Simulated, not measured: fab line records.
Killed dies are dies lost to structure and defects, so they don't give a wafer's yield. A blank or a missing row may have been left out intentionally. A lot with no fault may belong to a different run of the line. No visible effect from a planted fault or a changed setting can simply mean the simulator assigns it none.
The same fault as seen by 2 desks ; flow rit cmos ; only its own numbers are on each desk; what lay behind them is given at the end

## FOR THE TOOL OWNER'S DESK: implanter-04
The tool's own readings at RIT_PRETRO_IMPLANT_08, given as means over the sampled wafers that have a number, one for each lot that went through this tool. Marked OUT: a lot whose mean sits more than 4 standard deviations from the usual mean, which makes it out of limits; the brackets give that distance.
Columns: A = dose ions cm2 at RIT_PRETRO_IMPLANT_08, usual 1.1998e+13; B = faraday current uA at RIT_PRETRO_IMPLANT_08, usual 38.1
lot;first seen here;A;B
L993;day 3 00:12;1.1996e+13;38.1
L996;day 3 17:38;1.1993e+13;38.1
L997;day 4 00:36;1.1985e+13;38.3
L103;day 5 05:22;1.1999e+13;38.4
L106;day 5 22:53;2.3423e+13 (+99 or more) OUT;73.4 (+53) OUT
L108;day 6 07:04;2.3410e+13 (+99 or more) OUT;73.2 (+52) OUT
L112;day 18 12:44;1.1998e+13;38.3
This desk's verdict: out of limits on L106, L108, starting with L106 at day 5 22:53 (dose ions cm2 at RIT_PRETRO_IMPLANT_08). In limits: L993, L996, L997, L103, L112.

## METROLOGY DESK
Lot by lot, what the gauges showed, no matter which tool ran the lot: averages of those sampled wafers that carry a number. Marked OUT: a lot whose mean sits more than 4 standard deviations from the usual mean, which makes it out of limits; the brackets give that distance.
Columns: A = cd nm at RIT_ACTIVE_CD_MEAS_11, usual 1400.6 nm; B = PRETRO_TW at RIT_PRETRO_TW_MEAS_10, usual 478; C = PLDD_TW at RIT_PLDD_TW_MEAS_10, usual 2341
lot;first seen here;A;B;C
L990;day 1 14:34;1399.3;483;2337
L992;day 2 02:19;1402.7;484;2318
L993;day 2 05:35;1399.1;484;2322
L996;day 2 20:49;1400.5;483;2340
L997;day 3 01:43;1400.2;475;2346
L100;day 3 19:37;1400.5;473;2341
L101;day 3 21:29;1401.1;475;2336
L103;day 4 09:11;1401.9;470;2368
L105;day 4 20:46;1401.5;482;2353
L106;day 4 23:20;1400.7;592 (+21) OUT;2333
L108;day 5 09:31;1400.1;580 (+19) OUT;2358
L111;day 6 01:07;1399.4;473;2346
L112;day 6 05:35;1398.0;480;2361
L113;day 6 09:35;1400.0;475;2346
This desk's result: L106, L108 out of limits, first on L106 (PRETRO_TW at RIT_PRETRO_TW_MEAS_10), day 5 23:12. In limits: L990, L992, L993, L996, L997, L100, L101, L103, L105, L111, L112, L113.

## PUT TOGETHER
On L106, L108, at day 5 22:53, an alarm was possible from the tool owner's desk.
Metrology desk: alarm possible at day 5 23:12 on L106, L108.
RIT_PRETRO_IMPLANT_08 was run on implanter-04 by each of the lots named.

## WHAT WAS PUT IN BY THE SIMULATOR
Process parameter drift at RIT_PRETRO_IMPLANT_08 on implanter-04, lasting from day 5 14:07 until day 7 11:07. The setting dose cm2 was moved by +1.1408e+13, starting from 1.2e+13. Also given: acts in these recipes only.
Struck lots among those shown: L106, L108.
Counting hours from when the fault started, the first reading out of limits came at 9 for the tool owner's desk and at 9 for the metrology desk.
